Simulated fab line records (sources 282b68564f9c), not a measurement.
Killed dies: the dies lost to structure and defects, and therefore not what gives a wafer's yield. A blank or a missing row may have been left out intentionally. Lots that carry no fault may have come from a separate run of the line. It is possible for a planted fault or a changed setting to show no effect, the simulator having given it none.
fab line records	flow rit-cmos
[record] lots = 6	wafers = 18	last-day = 7
route steps=202 shown SPACER@128 NSD@131 PSD@142 SDANNEAL@153 PLDD@159 NLDD@160 SILICIDE@161 CONTACT@168 M1@202
lots with no fault: from the same line, run without faults
start-h: hours from the record's first day to the start of the lot's first wafer shown	wait-h: how many hours have passed since the lot's step before this one	" the same as in the row above	L1.1+2: one row covering several wafers at once	- no value, or no start given	* or withheld: withheld	< > ~ a bound
route shown NAME@n: names a module that has steps shown in the file, with the first one's number in the route	usual: mean/standard deviation taken from wafers without a fault	same: alike in all rows	chamber/n: place in a boat	sites: the reading at each site	_std_site: standard deviation across them	_edge_site: the outer-site mean with the inner-site mean subtracted	radius-mm: how far each site lies from the wafer's centre	mask NAME#n: copy n	behind: the last tool/chamber to shape the wafer	hold: why the lot went on hold/how many hours it stayed there/how the hold came to an end	device: the transistor (n, p or np) that didn't switch	end of line: the same wafers' tests at the end of the route	a step with no rows: only its recipe	killed: dies that structure and defects cost at the first sort, which is not the same as the wafer's yield	map: a wafer's dies, x killed, . not, _ none there
set.NAME: the run value of the setting; set.NAME@STEP: its run value at that earlier step	model.NAME: the simulator's own value behind a step, which no gauge read
lots at some steps of the route; a table a step, a row a wafer
services: when a tool's chamber went out of use (start-h, in hours from the record's first day, below 0 if earlier), for how many hours, and the reason
[[steps]]
[step RIT_SPACER_CVD_03]
[recipe] material = Si3N4	target-thk-nm = 250	temp-c = 810	precursor = SiH2Cl2/NH3	time-s = 3300	pressure-mtorr = 300	sih2cl2-flow-sccm = 60	nh3-flow-sccm = 150
[step RIT_SPACER_THK_MEAS_04]
[recipe] reads = Si3N4_of_SPACER_CVD_03
[usual] SPACER_NITRIDE_THK = 249.8/1.9
lot.wafer	tool	chamber	start-h	wait-h	SPACER_NITRIDE_THK[nm]
L198.1	film-metro-02	-	58.07	0.0	249.5
L198.3	"	-	"	"	249.4
L198.6	"	-	"	"	250.7
L202.1	film-metro-02	-	75.45	0.0	246.8
L202.4	"	-	"	"	246.6
L202.6	"	-	"	"	245.8
L210.1	film-metro-03	-	118.60	0.0	248.2
L210.2	"	-	"	"	248.5
L210.4	"	-	"	"	247.2
L213.2	film-metro-03	-	131.80	0.0	251.7
L213.5	"	-	"	"	251.6
L213.6	"	-	"	"	251.7
L216.1	film-metro-01	-	150.09	0.0	254.3
L216.3	"	-	"	"	254.5
L216.6	"	-	"	"	254.0
L218.3	film-metro-01	-	155.47	0.0	253.1
L218.5	"	-	"	"	252.0
L218.6	"	-	"	"	251.5
[step RIT_SPACER_ETCHBACK_05]
[recipe] target-depth-a = 2500	SF6_flow_sccm = 30	CHF3_flow_sccm = 30	target = Si3N4	chemistry = SF6/CHF3	pressure-mtorr = 40	rf-w = 250	time-s = 240	stop-on = SiO2
[usual] drypump-motor-current-A = 5.5/0.36	oes-product-au = 0.843/0.015	throttle-valve-pct = 10.26/0.18
lot.wafer	tool	chamber	start-h	wait-h	drypump-motor-current-A	oes-product-au	rf-hours-counter-h	throttle-valve-pct
L198.1	rie-diel-01	1	58.13	0.1	5.6	0.851	66	10.48
L198.3	"	2	"	"	6.1	0.871	0	10.04
L198.6	"	0	"	"	5.4	0.836	-	10.44
L202.1	rie-diel-02	1	75.51	0.1	5.3	0.838	4	10.48
L202.4	"	0	"	"	5.8	0.834	110	10.33
L202.6	"	2	"	"	5.0	0.813	-	10.22
L210.1	rie-diel-02	2	118.66	0.1	4.9	0.810	34	10.20
L210.2	"	1	"	"	5.2	0.851	5	10.47
L210.4	"	0	"	"	5.8	0.834	110	10.34
L213.2	rie-diel-01	1	131.85	0.0	5.6	0.853	67	10.48
L213.5	"	1	"	"	5.7	0.849	-	10.48
L213.6	"	2	"	"	6.0	0.868	-	10.04
L216.1	rie-diel-02	1	150.15	0.1	5.3	0.858	6	10.48
L216.3	"	2	"	"	4.9	0.832	35	10.21
L216.6	"	1	"	"	5.3	0.865	-	10.47
L218.3	rie-diel-02	1	155.51	0.0	5.3	0.864	6	10.48
L218.5	"	0	"	"	5.8	0.849	-	10.33
L218.6	"	1	"	"	5.3	0.856	-	10.48
[step RIT_NSD_HMDS_00]
[recipe] prime-time-s = 60	prime-temp-c = 140
[step RIT_NSD_COAT_01]
[recipe] resist = NOVOLAK	spin-rpm = 3250	resist-thk-nm = 1000
[step RIT_NSD_SOFTBAKE_02]
[recipe] resist = NOVOLAK	temp-c = 90	time-s = 60
[step RIT_NSD_EXPOSE_03]
[recipe] mask-id = M9	na = 0.57	target-cd-nm = 40700	dose-mj = 250
[step RIT_NSD_PEB_04]
[recipe] resist = NOVOLAK	temp-c = withheld	time-s = withheld
[step RIT_NSD_DEVELOP_05]
[recipe] resist = NOVOLAK	develop-time-s = 50	dev-temp-c = 23
[step RIT_NSD_OVL_MEAS_06]
[usual] NSD_OVL = 0.5/1.5
lot.wafer	tool	chamber	start-h	wait-h	NSD_OVL[nm]
L198.1	overlay-02	-	59.13	-	0.4
L198.3	"	-	"	"	-1.7
L198.6	"	-	"	"	2.0
L202.1	overlay-01	-	76.64	-	-1.1
L202.4	"	-	"	"	-0.7
L202.6	"	-	"	"	0.1
L210.1	overlay-01	-	119.66	-	2.2
L210.2	"	-	"	"	1.6
L210.4	"	-	"	"	2.1
L213.2	overlay-01	-	132.85	-	-1.3
L213.5	"	-	"	"	-2.9
L213.6	"	-	"	"	-1.8
L216.1	overlay-02	-	151.35	-	4.0
L216.3	"	-	"	"	1.7
L216.6	"	-	"	"	-0.2
L218.3	overlay-01	-	156.74	-	-0.1
L218.5	"	-	"	"	0.9
L218.6	"	-	"	"	-0.3
[step RIT_NSD_HARDBAKE_07]
[recipe] resist = NOVOLAK	temp-c = 140	time-s = 60
[step RIT_NSD_IMPLANT_08]
[recipe] species = P	energy-kev = 25	dose-cm2 = 1e+15	tilt-deg = 7
[step RIT_NSD_STRIP_09]
[recipe] chemistry = O2	time-s = 180	resist = NOVOLAK	platen-temp-c = withheld	power-w = 500	pressure-mtorr = 4000	o2-flow-sccm = 4000
[usual] drypump-motor-current-A = 5.8/0.35
lot.wafer	tool	chamber	start-h	wait-h	drypump-motor-current-A	rf-hours-counter-h
L198.1	plasma-asher-03	1	59.46	0.1	5.2	25
L198.3	"	1	"	"	5.2	-
L198.6	"	0	"	"	6.3	-
L202.1	plasma-asher-02	0	76.98	0.1	5.8	43
L202.4	"	1	"	"	5.8	-
L202.6	"	1	"	"	5.8	-
L210.1	plasma-asher-02	1	120.01	0.1	5.8	47
L210.2	"	0	"	"	5.8	47
L210.4	"	0	"	"	5.8	-
L213.2	plasma-asher-02	0	133.18	0.1	5.8	49
L213.5	"	1	"	"	5.8	-
L213.6	"	0	"	"	5.8	-
L216.1	plasma-asher-03	1	151.68	0.1	5.2	36
L216.3	"	1	"	"	5.2	-
L216.6	"	0	"	"	6.3	-
L218.3	plasma-asher-03	1	157.12	0.1	5.2	-
L218.5	"	0	"	"	6.4	-
L218.6	"	1	"	"	5.2	-
[step RIT_NSD_TW_MEAS_10]
[usual] NSD_TW = 3098/27
lot.wafer	tool	chamber	start-h	wait-h	NSD_TW
L198.1	film-metro-03	-	59.64	0.1	3110
L198.3	"	-	"	"	3108
L198.6	"	-	"	"	3128
L202.1	film-metro-04	-	77.15	0.1	3155
L202.4	"	-	"	"	3160
L202.6	"	-	"	"	3133
L210.1	film-metro-02	-	120.18	0.1	3077
L210.2	"	-	"	"	3079
L210.4	"	-	"	"	3081
L213.2	film-metro-03	-	133.37	0.1	3068
L213.5	"	-	"	"	3064
L213.6	"	-	"	"	3067
L216.1	film-metro-03	-	151.86	0.1	3079
L216.3	"	-	"	"	3084
L216.6	"	-	"	"	3084
L218.3	film-metro-03	-	157.26	0.1	3100
L218.5	"	-	"	"	3081
L218.6	"	-	"	"	3082
[step RIT_PSD_HMDS_00]
[recipe] prime-time-s = 60	prime-temp-c = 140
[step RIT_PSD_COAT_01]
[recipe] resist = NOVOLAK	spin-rpm = 3291	resist-thk-nm = 1000
[step RIT_PSD_SOFTBAKE_02]
[recipe] resist = NOVOLAK	temp-c = 90	time-s = 60
[step RIT_PSD_EXPOSE_03]
[recipe] mask-id = M10	na = 0.57	target-cd-nm = 40900	dose-mj = 250
[step RIT_PSD_PEB_04]
[recipe] resist = NOVOLAK	temp-c = withheld	time-s = withheld
[step RIT_PSD_DEVELOP_05]
[recipe] resist = NOVOLAK	develop-time-s = 50	dev-temp-c = 23
[step RIT_PSD_OVL_MEAS_06]
[usual] PSD_OVL = -0.2/1.3
lot.wafer	tool	chamber	start-h	wait-h	PSD_OVL[nm]
L198.1	overlay-01	-	60.67	-	-0.3
L198.3	"	-	"	"	1.2
L198.6	"	-	"	"	1.2
L202.1	overlay-01	-	78.19	-	0.3
L202.4	"	-	"	"	1.1
L202.6	"	-	"	"	1.4
L210.1	overlay-02	-	121.17	-	-4.9
L210.2	"	-	"	"	-2.3
L210.4	"	-	"	"	-1.5
L213.2	overlay-01	-	134.40	-	0.5
L213.5	"	-	"	"	-0.2
L213.6	"	-	"	"	-1.8
L216.1	overlay-01	-	152.77	-	0.9
L216.3	"	-	"	"	1.4
L216.6	"	-	"	"	1.4
L218.3	overlay-01	-	158.28	-	1.0
L218.5	"	-	"	"	0.6
L218.6	"	-	"	"	-0.3
[step RIT_PSD_HARDBAKE_07]
[recipe] resist = NOVOLAK	temp-c = 140	time-s = 60
[step RIT_PSD_IMPLANT_08]
[recipe] species = BF2	energy-kev = 27.44	dose-cm2 = 5e+15	tilt-deg = 7
[step RIT_PSD_STRIP_09]
[recipe] chemistry = O2	time-s = 180	resist = NOVOLAK	platen-temp-c = withheld	power-w = 500	pressure-mtorr = 4000	o2-flow-sccm = 4000
[usual] drypump-motor-current-A = 5.5/0.47
lot.wafer	tool	chamber	start-h	wait-h	drypump-motor-current-A	rf-hours-counter-h
L198.1	plasma-asher-04	0	61.03	0.1	5.5	44
L198.3	"	0	"	"	5.5	-
L198.6	"	1	"	"	4.9	-
L202.1	plasma-asher-01	1	78.52	0.1	6.0	44
L202.4	"	1	"	"	6.0	-
L202.6	"	1	"	"	6.0	-
L210.1	plasma-asher-01	1	121.50	0.1	6.0	0
L210.2	"	0	"	"	5.6	0
L210.4	"	0	"	"	5.6	-
L213.2	plasma-asher-04	0	134.73	0.1	5.5	52
L213.5	"	0	"	"	5.5	-
L213.6	"	1	"	"	4.9	-
L216.1	plasma-asher-03	1	153.10	0.1	5.2	36
L216.3	"	1	"	"	5.2	-
L216.6	"	1	"	"	5.2	-
L218.3	plasma-asher-04	0	158.66	0.1	5.5	-
L218.5	"	0	"	"	5.5	-
L218.6	"	1	"	"	5.0	-
[step RIT_PSD_TW_MEAS_10]
[usual] PSD_TW = 3432/32
lot.wafer	tool	chamber	start-h	wait-h	PSD_TW
L198.1	film-metro-03	-	61.21	0.1	3442
L198.3	"	-	"	"	3458
L198.6	"	-	"	"	3464
L202.1	film-metro-02	-	78.70	0.1	3361
L202.4	"	-	"	"	3379
L202.6	"	-	"	"	3385
L210.1	film-metro-04	-	121.68	0.1	3463
L210.2	"	-	"	"	3467
L210.4	"	-	"	"	3462
L213.2	film-metro-02	-	134.91	0.1	3408
L213.5	"	-	"	"	3395
L213.6	"	-	"	"	3383
L216.1	film-metro-02	-	153.28	0.1	3395
L216.3	"	-	"	"	3403
L216.6	"	-	"	"	3414
L218.3	film-metro-04	-	158.80	0.1	3468
L218.5	"	-	"	"	3472
L218.6	"	-	"	"	3447
[step RIT_SDANNEAL_CLEAN_00]
[recipe] chemistry = SC1	mix = 3:3:50	time-s = 600	temp-c = 75
[step RIT_SDANNEAL_CLEAN_01]
[recipe] chemistry = dHF	dilution = 50:1	time-s = 30
[step RIT_SDANNEAL_CLEAN_02]
[recipe] chemistry = SC2	mix = 3:3:50	time-s = 600	temp-c = 75	dry = n2-spin
[step RIT_SDANNEAL_RTA_03]
[recipe] temp-c = 1050	time-s = 5	idle-temp-c = 600	ramp-up-c-per-s = 342	ramp-down-c-per-s = 171	cool-to-c = 600	ambient = N2
[usual] wafer_temp_C_max = 1053.3/1.1
lot.wafer	tool	chamber	start-h	wait-h	wafer_temp_C_max
L198.1	rtp-anneal-02	0	61.67	0.0	1056.2
L198.3	"	0	"	"	1052.1
L198.6	"	0	"	"	1053.5
L202.1	rtp-anneal-02	0	79.15	0.0	1051.5
L202.4	"	0	"	"	1052.7
L202.6	"	0	"	"	1056.1
L210.1	rtp-anneal-02	0	122.12	0.0	1053.6
L210.2	"	0	"	"	1053.0
L210.4	"	0	"	"	1054.6
L213.2	rtp-anneal-01	0	135.36	0.0	1053.0
L213.5	"	0	"	"	1054.6
L213.6	"	0	"	"	1052.8
L216.1	rtp-anneal-02	0	153.71	0.0	1052.3
L216.3	"	0	"	"	1053.6
L216.6	"	0	"	"	1054.8
L218.3	rtp-anneal-02	0	159.24	0.0	1052.7
L218.5	"	0	"	"	1055.0
L218.6	"	0	"	"	1051.5
[step RIT_SDANNEAL_RS_MEAS_04]
[recipe] thk-meas-gauge = four-point-probe
[usual] PSD_RS = 114.9/0.31
lot.wafer	tool	chamber	start-h	wait-h	PSD_RS[ohm/sq]
L198.1	film-metro-02	-	61.72	0.0	115.0
L198.3	"	-	"	"	114.8
L198.6	"	-	"	"	114.9
L202.1	film-metro-03	-	79.20	0.0	115.0
L202.4	"	-	"	"	114.9
L202.6	"	-	"	"	115.1
L210.1	film-metro-04	-	122.18	0.0	114.6
L210.2	"	-	"	"	114.5
L210.4	"	-	"	"	114.7
L213.2	film-metro-04	-	135.42	0.1	115.0
L213.5	"	-	"	"	114.9
L213.6	"	-	"	"	114.4
L216.1	film-metro-02	-	153.77	0.0	115.5
L216.3	"	-	"	"	115.3
L216.6	"	-	"	"	114.9
L218.3	film-metro-02	-	159.32	0.1	114.6
L218.5	"	-	"	"	114.7
L218.6	"	-	"	"	115.0
[step RIT_SDANNEAL_RS_MEAS_05]
[recipe] thk-meas-gauge = four-point-probe
[usual] NSD_RS = 84.52/0.27
lot.wafer	tool	chamber	start-h	wait-h	NSD_RS[ohm/sq]
L198.1	film-metro-02	-	61.84	0.1	84.85
L198.3	"	-	"	"	84.86
L198.6	"	-	"	"	85.23
L202.1	film-metro-03	-	79.32	0.1	84.06
L202.4	"	-	"	"	84.04
L202.6	"	-	"	"	84.44
L210.1	film-metro-04	-	122.30	0.1	84.62
L210.2	"	-	"	"	84.23
L210.4	"	-	"	"	84.43
L213.2	film-metro-04	-	135.54	0.1	84.63
L213.5	"	-	"	"	84.79
L213.6	"	-	"	"	84.64
L216.1	film-metro-02	-	153.89	0.1	84.80
L216.3	"	-	"	"	84.47
L216.6	"	-	"	"	84.52
L218.3	film-metro-02	-	159.44	0.1	84.95
L218.5	"	-	"	"	84.98
L218.6	"	-	"	"	84.67
[step RIT_SDANNEAL_RS_MEAS_06]
[recipe] thk-meas-gauge = four-point-probe
[usual] PLDD_RS = 179.2/0.5
lot.wafer	tool	chamber	start-h	wait-h	PLDD_RS[ohm/sq]
L198.1	film-metro-02	-	61.96	0.1	179.6
L198.3	"	-	"	"	179.0
L198.6	"	-	"	"	179.1
L202.1	film-metro-03	-	79.44	0.1	179.3
L202.4	"	-	"	"	179.7
L202.6	"	-	"	"	179.6
L210.1	film-metro-04	-	122.42	0.1	178.6
L210.2	"	-	"	"	178.7
L210.4	"	-	"	"	178.8
L213.2	film-metro-04	-	135.66	0.1	179.3
L213.5	"	-	"	"	178.9
L213.6	"	-	"	"	178.6
L216.1	film-metro-02	-	154.01	0.1	178.8
L216.3	"	-	"	"	178.8
L216.6	"	-	"	"	178.5
L218.3	film-metro-02	-	159.56	0.1	178.8
L218.5	"	-	"	"	178.5
L218.6	"	-	"	"	179.0
[step RIT_SDANNEAL_RS_MEAS_07]
[recipe] thk-meas-gauge = four-point-probe
[usual] NLDD_RS = 149.7/0.45
lot.wafer	tool	chamber	start-h	wait-h	NLDD_RS[ohm/sq]
L198.1	film-metro-02	-	62.08	0.1	149.6
L198.3	"	-	"	"	150.4
L198.6	"	-	"	"	149.7
L202.1	film-metro-03	-	79.56	0.1	149.3
L202.4	"	-	"	"	149.2
L202.6	"	-	"	"	149.8
L210.1	film-metro-04	-	122.54	0.1	150.2
L210.2	"	-	"	"	150.3
L210.4	"	-	"	"	150.5
L213.2	film-metro-04	-	135.78	0.1	150.0
L213.5	"	-	"	"	149.5
L213.6	"	-	"	"	150.1
L216.1	film-metro-02	-	154.13	0.1	149.6
L216.3	"	-	"	"	150.0
L216.6	"	-	"	"	149.3
L218.3	film-metro-02	-	159.68	0.1	150.4
L218.5	"	-	"	"	149.8
L218.6	"	-	"	"	149.9
[step RIT_SILICIDE_WET_ETCH_00]
[recipe] chemistry = BOE	target = SiO2	target-depth-nm = 14	time-s = 15	dry = n2-spin	dilution = 10:1	temp-c = 21.5
[step RIT_SILICIDE_SPUTTER_01]
[recipe] material = Ti	target-thk-nm = 30	power-w = 350	chamber-pressure-pa = 0.667	gas = Ar	time-s = 240	substrate-temp-c = 25
[step RIT_SILICIDE_RS_MEAS_02]
[recipe] thk-meas-gauge = four-point-probe	reads = Ti_of_SILICIDE_SPUTTER_01
[usual] SILICIDE_TI_RS = 48.1/0.52
lot.wafer	tool	chamber	start-h	wait-h	SILICIDE_TI_RS[ohm/sq]
L198.1	film-metro-04	-	62.37	0.1	47.2
L198.3	"	-	"	"	47.8
L198.6	"	-	"	"	47.5
L202.1	film-metro-01	-	79.85	0.1	48.2
L202.4	"	-	"	"	48.6
L202.6	"	-	"	"	47.9
L210.1	film-metro-01	-	122.82	0.1	48.2
L210.2	"	-	"	"	48.5
L210.4	"	-	"	"	48.1
L213.2	film-metro-01	-	136.07	0.1	47.5
L213.5	"	-	"	"	48.1
L213.6	"	-	"	"	47.7
L216.1	film-metro-03	-	154.41	0.1	47.6
L216.3	"	-	"	"	47.7
L216.6	"	-	"	"	47.5
L218.3	film-metro-04	-	159.97	0.1	48.0
L218.5	"	-	"	"	47.8
L218.6	"	-	"	"	48.1
[step RIT_SILICIDE_THK_MEAS_03]
[recipe] thk-meas-gauge = xrf	reads = Ti_of_SILICIDE_SPUTTER_01
[usual] SILICIDE_TI_THK = 29.82/0.29
lot.wafer	tool	chamber	start-h	wait-h	SILICIDE_TI_THK[nm]
L198.1	film-metro-04	-	62.49	0.1	30.35
L198.3	"	-	"	"	29.98
L198.6	"	-	"	"	30.26
L202.1	film-metro-01	-	79.97	0.1	29.57
L202.4	"	-	"	"	29.49
L202.6	"	-	"	"	29.75
L210.1	film-metro-01	-	122.94	0.1	29.71
L210.2	"	-	"	"	29.42
L210.4	"	-	"	"	29.79
L213.2	film-metro-01	-	136.18	0.1	30.01
L213.5	"	-	"	"	29.65
L213.6	"	-	"	"	29.95
L216.1	film-metro-03	-	154.53	0.1	29.87
L216.3	"	-	"	"	29.76
L216.6	"	-	"	"	29.80
L218.3	film-metro-04	-	160.07	0.1	30.05
L218.5	"	-	"	"	30.15
L218.6	"	-	"	"	29.96
[step RIT_SILICIDE_RTA_04]
[recipe] temp-c = 650	time-s = 10	idle-temp-c = 25	ramp-up-s = 5	ramp-down-s = 5	cool-to-c = 25	ambient = N2
[step RIT_SILICIDE_WET_ETCH_05]
[recipe] chemistry = SPM	target = Ti	temp-c = 90	time-s = 120	dry = n2-spin
[step RIT_SILICIDE_RTA_06]
[recipe] temp-c = 750	time-s = 10	idle-temp-c = 25	ramp-up-s = 5	ramp-down-s = 10	cool-to-c = 25	ambient = N2
[usual] wafer_temp_C_max = 753.4/1.4
lot.wafer	tool	chamber	start-h	wait-h	wafer_temp_C_max
L198.1	rtp-anneal-02	0	62.66	0.0	751.5
L198.3	"	0	"	"	751.9
L198.6	"	0	"	"	752.7
L202.1	rtp-anneal-02	0	80.14	0.0	753.1
L202.4	"	0	"	"	751.9
L202.6	"	0	"	"	751.9
L210.1	rtp-anneal-02	0	123.11	0.0	751.0
L210.2	"	0	"	"	751.9
L210.4	"	0	"	"	752.5
L213.2	rtp-anneal-01	0	136.35	0.0	753.6
L213.5	"	0	"	"	754.5
L213.6	"	0	"	"	754.2
L216.1	rtp-anneal-02	0	154.70	0.0	752.2
L216.3	"	0	"	"	752.2
L216.6	"	0	"	"	753.4
L218.3	rtp-anneal-02	0	160.24	0.0	752.4
L218.5	"	0	"	"	752.4
L218.6	"	0	"	"	752.1
[step RIT_CONTACT_CVD_00]
[recipe] material = SiO2	target-thk-nm = 400	precursor = TEOS	temp-c = 390	time-s = 62.96	rf-w = 400
[usual] heater-power-w = 380/61
lot.wafer	tool	chamber	start-h	wait-h	heater-power-w
L198.1	pecvd-03	1	62.72	0.1	376
L198.3	"	2	"	"	439
L198.6	"	2	"	"	454
L202.1	pecvd-01	1	80.20	0.1	502
L202.4	"	0	"	"	287
L202.6	"	1	"	"	514
L210.1	pecvd-03	2	123.18	0.1	434
L210.2	"	0	"	"	395
L210.4	"	1	"	"	396
L213.2	pecvd-01	0	136.41	0.0	366
L213.5	"	1	"	"	472
L213.6	"	0	"	"	382
L216.1	pecvd-01	0	154.77	0.1	389
L216.3	"	2	"	"	340
L216.6	"	2	"	"	361
L218.3	pecvd-02	2	160.29	0.0	324
L218.5	"	2	"	"	337
L218.6	"	1	"	"	346
[step RIT_CONTACT_THK_MEAS_01]
[recipe] reads = SiO2_of_CONTACT_CVD_00
[usual] CONTACT_TEOS_THK = 413/5.4
lot.wafer	tool	chamber	start-h	wait-h	CONTACT_TEOS_THK[nm]
L198.1	film-metro-02	-	62.77	0.0	405
L198.3	"	-	"	"	404
L198.6	"	-	"	"	412
L202.1	film-metro-04	-	80.25	0.0	405
L202.4	"	-	"	"	408
L202.6	"	-	"	"	411
L210.1	film-metro-04	-	123.23	0.0	409
L210.2	"	-	"	"	413
L210.4	"	-	"	"	419
L213.2	film-metro-04	-	136.47	0.0	402
L213.5	"	-	"	"	410
L213.6	"	-	"	"	409
L216.1	film-metro-04	-	154.82	0.0	407
L216.3	"	-	"	"	407
L216.6	"	-	"	"	415
L218.3	film-metro-01	-	160.36	0.0	408
L218.5	"	-	"	"	418
L218.6	"	-	"	"	419
[step RIT_M1_PROBE_99]
[usual] killed-at-contacts = 0.1/0.25	killed-at-front-end = 7.1/2.9	killed-dies = 7.2/2.9	killed-open = 3.6/1.9	killed-short = 3.5/1.9
[same] gross-dies = 264	killed_at_M0_to_M3 = 0	killed_at_M4_up = 0	killed-at-back-side = 0	killed-at-other = 0
lot.wafer	tool	chamber	start-h	wait-h	killed-at-contacts	killed-at-front-end	killed-dies	killed-open	killed-short
L198.1	prober-02	-	70.47	0.1	0	10	10	3	7
L198.3	prober-02	-	70.57	0.2	0	9	9	5	4
L198.6	prober-02	-	70.72	0.2	0	9	9	5	4
L210.1	prober-01	-	130.37	0.1	0	6	6	2	4
L210.2	prober-01	-	130.42	0.1	0	31	31	2	7
L210.4	prober-01	-	130.52	0.2	0	25	25	4	0
L213.2	prober-02	-	143.07	0.1	0	27	27	3	4
L213.5	prober-02	-	143.22	0.2	0	2	2	2	0
L213.6	prober-02	-	143.27	0.2	0	34	34	4	4
// killed by level:class
L198.1 SPACER:geometric-particle:short=3 FOX1:geometric-particle:short=2 GATE:geometric-particle:short=2 SPACER:geometric-particle:open=2 FOX1:geometric-particle:open=1
L198.3 GATE:geometric-particle:open=2 GATE:geometric-particle:short=2 REOX:geometric-particle:open=2 SPACER:geometric-particle:short=2 FOX1:geometric-particle:open=1
L198.6 GATE:geometric-particle:open=3 GATE:geometric-particle:short=2 SILICIDE:geometric-particle:open=2 FOX1:geometric-particle:short=1 SPACER:geometric-particle:short=1
L210.1 FOX1:geometric-particle:short=2 REOX:geometric-particle:open=2 FOX2:geometric-particle:short=1 GATE:geometric-particle:short=1
L210.2 NSD:unspecified=22 SPACER:geometric-particle:short=3 SILICIDE:geometric-particle:short=2 ACTIVE:geometric-particle:short=1 FOX1:geometric-particle:short=1 SPACER:geometric-particle:open=1 SILICIDE:geometric-particle:open=1
L210.4 NSD:unspecified=21 FOX1:geometric-particle:open=1 GATE:geometric-particle:open=1 SPACER:geometric-particle:open=1 SILICIDE:geometric-particle:open=1
L213.2 NSD:unspecified=20 GATE:geometric-particle:open=2 GATE:geometric-particle:short=2 FOX2:geometric-particle:short=1 SPACER:geometric-particle:short=1 SILICIDE:geometric-particle:open=1
L213.5 FOX1:geometric-particle:open=1 REOX:geometric-particle:open=1
L213.6 NSD:unspecified=26 FOX2:geometric-particle:short=2 REOX:geometric-particle:open=2 SILICIDE:geometric-particle:short=2 GATE:geometric-particle:open=1 SILICIDE:geometric-particle:open=1
// map L210.2 (x killed, . not)
________......._______
_____...xx........____
____x.xxxxx........___
___..xxxxxx.........__
__..x.xxxx.....x....._
__x...xx.xx.........._
_.....................
_.x...................
_.....x......x........
_.....................
__..................._
__.......x...x......._
___.................__
____...............___
_____..........x..____
________......._______
// map L213.6 (x killed, . not)
________x..x..._______
_____.............____
____.xxxxxx........___
___..xxxxx....x.....__
__...xxxxxx.........._
__.xxxxxxx..........._
_.......x.............
_.......x.............
_..........x..........
_....x...x............
__..................._
__..................._
___............x....__
____...............___
_____....x........____
________......._______
[[services]]
tool	chamber	start-h	hours	kind
plasma-asher-01	-	34.24	5.5	repair
rie-diel-02	2	34.72	10.8	repair
rie-diel-01	3	35.27	6.7	repair
rie-diel-01	3	44.84	-	clean
rie-diel-01	3	44.84	25.6	scheduled-down
rie-diel-01	3	44.84	25.6	vent-cycle
pecvd-02	0	50.70	9.6	repair
plasma-asher-04	-	52.02	1.9	repair
rie-diel-01	-	107.33	0.5	repair
pecvd-02	-	108.68	2.8	pm
plasma-asher-01	-	108.75	9.0	pm
plasma-asher-01	0	108.75	9.0	vent-cycle
plasma-asher-01	1	108.75	9.0	vent-cycle
plasma-asher-02	-	109.32	2.8	pm
plasma-asher-01	0	117.75	-	clean
plasma-asher-01	1	117.75	-	clean
pecvd-02	-	123.35	1.2	repair
pecvd-03	-	126.53	14.6	pm
pecvd-02	2	138.91	5.6	repair
[[key]]
[first-sign] step = RIT_M1_PROBE_99	reading = killed-at-front-end	direction = up	sigmas = 7.6	usual = 7.1	struck = 29.2
[effect] step = RIT_M1_PROBE_99	reading = killed-dies	direction = up	sigmas = 7.5	usual = 7.2	struck = 29.2
met-at RIT_NSD_STRIP_09
struck-wafers L210.2,L210.4,L213.2,L213.6
tester-left-out L210,L213
onset-between 76.98 120.01
[fault] kind = chamber-particle-source	tool = plasma-asher-02	chamber = 0	onset-h = 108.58	steps = RIT_NSD_STRIP_09	rate-per-visit-cm2 = 0.4412	end-h = 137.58
// tester-left-out: of these lots the tester's yield and bins aren't shown, on N5 and GAA mostly nor the transistor test; their killed dies are dies lost to structure and defects alone, not to doping, threshold or leakage, so they don't give the yield
